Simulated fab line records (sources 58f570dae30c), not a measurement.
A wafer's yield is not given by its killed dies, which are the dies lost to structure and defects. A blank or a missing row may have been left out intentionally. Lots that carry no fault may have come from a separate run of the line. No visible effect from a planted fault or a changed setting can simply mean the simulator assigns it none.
Which tool was responsible? + flow berkeley-cmos170 + 45 wafers from 15 lots sampled at 5 of the route's 331 steps

WHAT THE GAUGES SHOWED, per wafer
UCB170_NWELL_TW_MEAS_16. Usual: NWELL_TW typically reads 1241, with standard deviation 14.
| lot  | measured    | on            | NWELL_TW       | flag |
|------|-------------|---------------|----------------|------|
| L555 | day 2 12:47 | film-metro-01 | 1230 1227 1233 |      |
| L554 | day 2 13:05 | film-metro-04 | 1228 1228 1226 |      |
| L556 | day 2 22:51 | film-metro-01 | 1238 1235 1228 |      |
| L558 | day 3 10:04 | film-metro-04 | 1232 1238 1241 |      |
| L559 | day 3 13:40 | film-metro-02 | 1270 1263 1262 |      |
| L561 | day 3 23:05 | film-metro-02 | 1260 1264 1250 |      |
| L567 | day 5 04:34 | film-metro-04 | 1224 1228 1227 |      |
| L568 | day 5 12:32 | film-metro-02 | 1251 1249 1246 |      |
| L570 | day 5 17:46 | film-metro-02 | 1252 1248 1255 |      |
| L569 | day 5 17:53 | film-metro-04 | 1235 1230 1233 |      |
| L571 | day 6 02:36 | film-metro-01 | 1237 1246 1233 |      |
| L572 | day 6 10:44 | film-metro-04 | 1232 1229 1230 |      |
| L574 | day 6 16:22 | film-metro-02 | 1266 1258 1255 |      |
| L576 | day 6 22:05 | film-metro-01 | 1237 1237 1238 |      |
| L577 | day 7 09:53 | film-metro-01 | 1240 1228 1230 |      |

UCB170_SACOX_THK_MEAS_02. Usual: SACOX_OXIDE_THK typically reads 14.39 nm, with standard deviation 0.25.
| lot  | measured     | on            | SACOX_OXIDE_THK (nm) | flag |
|------|--------------|---------------|----------------------|------|
| L555 | day 6 03:50  | film-metro-03 | 22.53 22.18 22.37    | OFF  |
| L554 | day 6 00:48  | film-metro-02 | 14.44 14.56 14.70    |      |
| L556 | day 6 13:05  | film-metro-01 | 13.84 14.16 14.27    |      |
| L558 | day 6 13:05  | film-metro-02 | 14.57 14.53 14.40    |      |
| L559 | day 6 16:12  | film-metro-01 | 22.43 22.34 22.13    | OFF  |
| L561 | day 7 18:42  | film-metro-02 | 22.74 22.74 23.27    | OFF  |
| L567 | day 8 12:55  | film-metro-02 | 14.28 14.30 14.06    |      |
| L568 | day 8 20:15  | film-metro-01 | 14.66 14.58 14.70    |      |
| L570 | day 9 03:42  | film-metro-02 | 14.35 14.81 14.77    |      |
| L569 | day 9 03:45  | film-metro-02 | 14.52 14.39 14.32    |      |
| L571 | day 9 03:42  | film-metro-01 | 14.45 14.19 14.35    |      |
| L572 | day 9 12:03  | film-metro-03 | 14.09 14.00 13.80    |      |
| L574 | day 10 04:58 | film-metro-03 | 14.40 14.29 14.49    |      |
| L576 | day 10 04:58 | film-metro-02 | 14.49 14.24 14.62    |      |
| L577 | day 10 17:52 | film-metro-02 | 14.41 14.52 14.45    |      |

UCB170_PVT_OVL_MEAS_06. Usual: PVT_OVL typically reads 1 nm, with standard deviation 4.2.
| lot  | measured     | on         | PVT_OVL (nm) | flag |
|------|--------------|------------|--------------|------|
| L555 | day 6 14:12  | overlay-01 | 0 -4 1       |      |
| L554 | day 6 13:55  | overlay-02 | 3 0 4        |      |
| L556 | day 7 03:16  | overlay-02 | 3 -4 -5      |      |
| L558 | day 7 02:59  | overlay-01 | -1 3 2       |      |
| L559 | day 7 03:32  | overlay-01 | -4 0 -7      |      |
| L561 | day 8 04:08  | overlay-02 | -1 -1 -5     |      |
| L567 | day 9 04:25  | overlay-01 | 9 -2 8       |      |
| L568 | day 9 11:00  | overlay-02 | 5 2 3        |      |
| L570 | day 9 21:50  | overlay-02 | 6 1 0        |      |
| L569 | day 9 21:20  | overlay-01 | 1 -4 -5      |      |
| L571 | day 9 19:46  | overlay-01 | 3 2 6        |      |
| L572 | day 10 04:43 | overlay-02 | -10 -6 -9    |      |
| L574 | day 11 00:04 | overlay-01 | 5 -3 -1      |      |
| L576 | day 11 00:20 | overlay-02 | 7 2 -1       |      |
| L577 | day 11 11:39 | overlay-02 | -5 5 5       |      |

WHAT TOOL EACH LOT RAN ON (gives the tool, then ch and the chambers of the sampled wafers, and finally the start)
| lot  | UCB170_PFIELD_STRIP_08              | UCB170_SACOX_OXIDATION_01     |
|------|-------------------------------------|-------------------------------|
| L555 | plasma-asher-02 ch 0,1, day 5 02:08 | furnace-04 ch 0, day 5 23:08  |
| L554 | plasma-asher-01 ch 0,1, day 5 02:13 | furnace-04 ch 0, day 5 23:08  |
| L556 | plasma-asher-01 ch 0,1, day 5 13:10 | furnace-01 ch 0, day 6 11:26  |
| L558 | plasma-asher-04 ch 0,1, day 5 17:17 | furnace-01 ch 0, day 6 11:26  |
| L559 | plasma-asher-04 ch 1, day 5 17:23   | furnace-01 ch 0, day 6 11:26  |
| L561 | plasma-asher-01 ch 0, day 6 15:29   | furnace-02 ch 0, day 7 12:32  |
| L567 | plasma-asher-02 ch 0,1, day 7 15:10 | furnace-01 ch 0, day 8 11:14  |
| L568 | plasma-asher-01 ch 0,1, day 7 23:04 | furnace-01 ch 0, day 8 18:35  |
| L570 | plasma-asher-02 ch 0,1, day 8 05:52 | furnace-02 ch 0, day 9 02:01  |
| L569 | plasma-asher-01 ch 0,1, day 8 06:08 | furnace-02 ch 0, day 9 02:01  |
| L571 | plasma-asher-02 ch 0, day 8 06:25   | furnace-02 ch 0, day 9 02:01  |
| L572 | plasma-asher-02 ch 0,1, day 8 15:48 | furnace-02 ch 0, day 9 10:22  |
| L574 | plasma-asher-04 ch 0,1, day 9 04:31 | furnace-02 ch 0, day 10 03:17 |
| L576 | plasma-asher-02 ch 0,1, day 9 03:42 | furnace-02 ch 0, day 10 03:17 |
| L577 | plasma-asher-01 ch 0,1, day 9 15:37 | furnace-01 ch 0, day 10 16:12 |
- UCB170_PFIELD_STRIP_08: strips in O2.
- UCB170_SACOX_OXIDATION_01: target thk 14.4 nm, ox time 2400 s.

AS READ BY THE TOOLS THEMSELVES (means over the sampled wafers that have a number; for cases with no such wafer, the mark the record gives instead)
UCB170_PFIELD_STRIP_08. Usual: drypump-motor-current-A 5.8 A, standard deviation 0.58; oes-product-au 0.734 a.u., standard deviation 0.0048; strip-time-to-endpoint-s 21.60 s, standard deviation 0.064.
| lot  | tool            | drypump-motor-current-A (A) | oes-product-au (a.u.) | strip-time-to-endpoint-s (s) | flag |
|------|-----------------|-----------------------------|-----------------------|------------------------------|------|
| L555 | plasma-asher-02 | 5.0                         | 0.735                 | 21.63                        |      |
| L554 | plasma-asher-01 | 6.1                         | 0.736                 | 21.60                        |      |
| L556 | plasma-asher-01 | 6.3                         | 0.735                 | 21.49                        |      |
| L558 | plasma-asher-04 | 6.0                         | 0.733                 | 21.48                        |      |
| L559 | plasma-asher-04 | 6.2                         | 0.739                 | 21.65                        |      |
| L561 | plasma-asher-01 | 6.5                         | 0.732                 | 21.59                        |      |
| L567 | plasma-asher-02 | 5.2                         | 0.734                 | 21.60                        |      |
| L568 | plasma-asher-01 | 6.2                         | 0.736                 | 21.58                        |      |
| L570 | plasma-asher-02 | 5.3                         | 0.731                 | 21.64                        |      |
| L569 | plasma-asher-01 | 6.1                         | 0.731                 | 21.61                        |      |
| L571 | plasma-asher-02 | 5.6                         | 0.735                 | 21.56                        |      |
| L572 | plasma-asher-02 | 5.0                         | 0.738                 | 21.61                        |      |
| L574 | plasma-asher-04 | 5.9                         | 0.733                 | 21.59                        |      |
| L576 | plasma-asher-02 | 5.0                         | 0.734                 | 21.67                        |      |
| L577 | plasma-asher-01 | 6.3                         | 0.732                 | 21.60                        |      |

UCB170_SACOX_OXIDATION_01. Usual: spike-tc-centre-C 902.4 C, standard deviation 0.97; zone-power-centre-pct 42.8 %, standard deviation 0.59.
| lot  | tool       | spike-tc-centre-C (C) | zone-power-centre-pct (%) | flag |
|------|------------|-----------------------|---------------------------|------|
| L555 | furnace-04 | 902.5                 | 43.9                      |      |
| L554 | furnace-04 | 902.8                 | 44.1                      |      |
| L556 | furnace-01 | 901.2                 | 43.4                      |      |
| L558 | furnace-01 | 902.1                 | 42.6                      |      |
| L559 | furnace-01 | 902.3                 | 43.0                      |      |
| L561 | furnace-02 | 902.5                 | 42.5                      |      |
| L567 | furnace-01 | 902.6                 | 42.5                      |      |
| L568 | furnace-01 | 903.2                 | 42.8                      |      |
| L570 | furnace-02 | 903.7                 | 42.6                      |      |
| L569 | furnace-02 | 902.5                 | 42.2                      |      |
| L571 | furnace-02 | 903.1                 | 42.7                      |      |
| L572 | furnace-02 | 902.1                 | 42.5                      |      |
| L574 | furnace-02 | 901.9                 | 42.7                      |      |
| L576 | furnace-02 | 902.1                 | 42.5                      |      |
| L577 | furnace-01 | 901.3                 | 43.1                      |      |

THE ANSWER, worked out from the rows above alone
Rule: a lot is off if the mean of its wafers that have a number lies more than 3 standard deviations from the usual mean. A lot without any number at a reading at which 4 lots or more have one is off too. Where the step has rows for the other lots, those lots are counted as sound. Order of review: gauges by route order, followed by the tools' own readings, for which a lot's mean as printed above is used. The first step at which some lot is off is used, and at that step the reading that is off furthest; a lot without a number counts as furthest.
Off: L555, L559, L561, at UCB170_SACOX_THK_MEAS_02 (SACOX_OXIDE_THK).
If a tool, at a process step before that reading, ran all the lots that are off and no sound lot after the first of them, it fits. The gauges at UCB170_SACOX_THK_MEAS_02 are tried like those tools. Of those tried, none fits.

WHAT WAS PUT IN BY THE SIMULATOR
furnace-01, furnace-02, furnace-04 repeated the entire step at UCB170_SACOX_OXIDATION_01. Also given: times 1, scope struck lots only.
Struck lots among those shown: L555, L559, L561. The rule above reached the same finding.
